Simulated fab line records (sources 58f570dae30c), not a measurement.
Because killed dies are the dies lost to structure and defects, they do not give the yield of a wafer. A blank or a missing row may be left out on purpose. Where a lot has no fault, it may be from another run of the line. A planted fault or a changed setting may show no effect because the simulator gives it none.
Check for tools in common || flow berkeley-cmos170 || 14 lots, 42 wafers sampled

## WHAT PROMPTED THE OPENING
UCB170_PWELL_THK_MEAS_03, reading PWELL_OXIDE_THK: flagged on 3 of 14 lots. No-fault wafers: 26.3 nm, standard deviation 0.44.
Rule: a lot is flagged when every wafer of it that has a number lies more than 4 standard deviations from that mean, or none has a number. As for the other lots, they are considered sound.

{"lot": "L291", "measured": "day 2 13:28", "on": "film-metro-03", "PWELL_OXIDE_THK (nm), wafer by wafer": "26.9 26.9 27.0", "flag": ""}
{"lot": "L292", "measured": "day 2 18:59", "on": "film-metro-01", "PWELL_OXIDE_THK (nm), wafer by wafer": "26.9 26.6 26.7", "flag": ""}
{"lot": "L293", "measured": "day 3 00:44", "on": "film-metro-01", "PWELL_OXIDE_THK (nm), wafer by wafer": "26.5 26.7 26.4", "flag": ""}
{"lot": "L294", "measured": "day 3 00:46", "on": "film-metro-04", "PWELL_OXIDE_THK (nm), wafer by wafer": "26.8 26.6 27.1", "flag": ""}
{"lot": "L295", "measured": "day 3 19:29", "on": "film-metro-04", "PWELL_OXIDE_THK (nm), wafer by wafer": "25.9 26.2 26.1", "flag": ""}
{"lot": "L300", "measured": "day 4 15:01", "on": "film-metro-04", "PWELL_OXIDE_THK (nm), wafer by wafer": "28.3 28.9 28.6", "flag": "FLAGGED"}
{"lot": "L302", "measured": "day 5 03:47", "on": "film-metro-04", "PWELL_OXIDE_THK (nm), wafer by wafer": "28.9 28.6 28.8", "flag": "FLAGGED"}
{"lot": "L304", "measured": "day 5 09:29", "on": "film-metro-04", "PWELL_OXIDE_THK (nm), wafer by wafer": "28.5 28.4 28.5", "flag": "FLAGGED"}
{"lot": "L308", "measured": "day 6 06:04", "on": "film-metro-03", "PWELL_OXIDE_THK (nm), wafer by wafer": "26.6 26.2 26.2", "flag": ""}
{"lot": "L310", "measured": "day 6 15:43", "on": "film-metro-03", "PWELL_OXIDE_THK (nm), wafer by wafer": "26.3 26.2 25.7", "flag": ""}
{"lot": "L311", "measured": "day 7 01:01", "on": "film-metro-03", "PWELL_OXIDE_THK (nm), wafer by wafer": "25.4 25.9 26.1", "flag": ""}
{"lot": "L312", "measured": "day 7 05:29", "on": "film-metro-03", "PWELL_OXIDE_THK (nm), wafer by wafer": "26.1 25.3 25.8", "flag": ""}
{"lot": "L313", "measured": "day 7 10:58", "on": "film-metro-01", "PWELL_OXIDE_THK (nm), wafer by wafer": "26.2 26.2 26.4", "flag": ""}
{"lot": "L314", "measured": "day 7 10:59", "on": "film-metro-03", "PWELL_OXIDE_THK (nm), wafer by wafer": "26.2 25.9 26.6", "flag": ""}
The numbers of the flagged lots are 28.6 nm on average: +2.3 nm against the usual, or +5 standard deviations.

## LOT BY LOT: THE TOOL USED
The record holds 0 process steps before the reading, out of a route of 331 steps. In each cell: the tool, then ch and the chambers that the sampled wafers went through, then the start.
{"lot": "L291", "flag": ""}
{"lot": "L292", "flag": ""}
{"lot": "L293", "flag": ""}
{"lot": "L294", "flag": ""}
{"lot": "L295", "flag": ""}
{"lot": "L300", "flag": "FLAGGED"}
{"lot": "L302", "flag": "FLAGGED"}
{"lot": "L304", "flag": "FLAGGED"}
{"lot": "L308", "flag": ""}
{"lot": "L310", "flag": ""}
{"lot": "L311", "flag": ""}
{"lot": "L312", "flag": ""}
{"lot": "L313", "flag": ""}
{"lot": "L314", "flag": ""}
What these steps do:
- UCB170_PWELL_THK_MEAS_03

## FLAGGED AGAINST TOTAL, ONE TOOL AT A TIME (gauges that did the reading follow at the end)
{"step": "UCB170_PWELL_THK_MEAS_03", "tool": "film-metro-01", "lots run": 3, "flagged": 0, "share of the flagged lots": "none", "sound lots run after its first flagged lot": "-"}
{"step": "UCB170_PWELL_THK_MEAS_03", "tool": "film-metro-03", "lots run": 6, "flagged": 0, "share of the flagged lots": "none", "sound lots run after its first flagged lot": "-"}
{"step": "UCB170_PWELL_THK_MEAS_03", "tool": "film-metro-04", "lots run": 5, "flagged": 3, "share of the flagged lots": "all", "sound lots run after its first flagged lot": 0}

## WHAT THE TABLE PERMITS
In the table, 1 row covers all flagged lots: film-metro-04 at UCB170_PWELL_THK_MEAS_03.
- film-metro-04 at UCB170_PWELL_THK_MEAS_03 ran 5 lots, 3 of them flagged. It ran its last sound lot, L295, at day 3 19:29 and its first flagged lot, L300, at day 4 15:01: a fault with its onset between the two fits.
film-metro-04 at UCB170_PWELL_THK_MEAS_03 is the single tool remaining.

## WHAT THE SIMULATOR HAD PUT IN
Metrology matching offset: film-metro-04, from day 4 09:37 on, at UCB170_PWELL_THK_MEAS_03. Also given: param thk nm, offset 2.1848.
Lots struck among those shown: L300, L302, L304. The rule above reached the same finding.
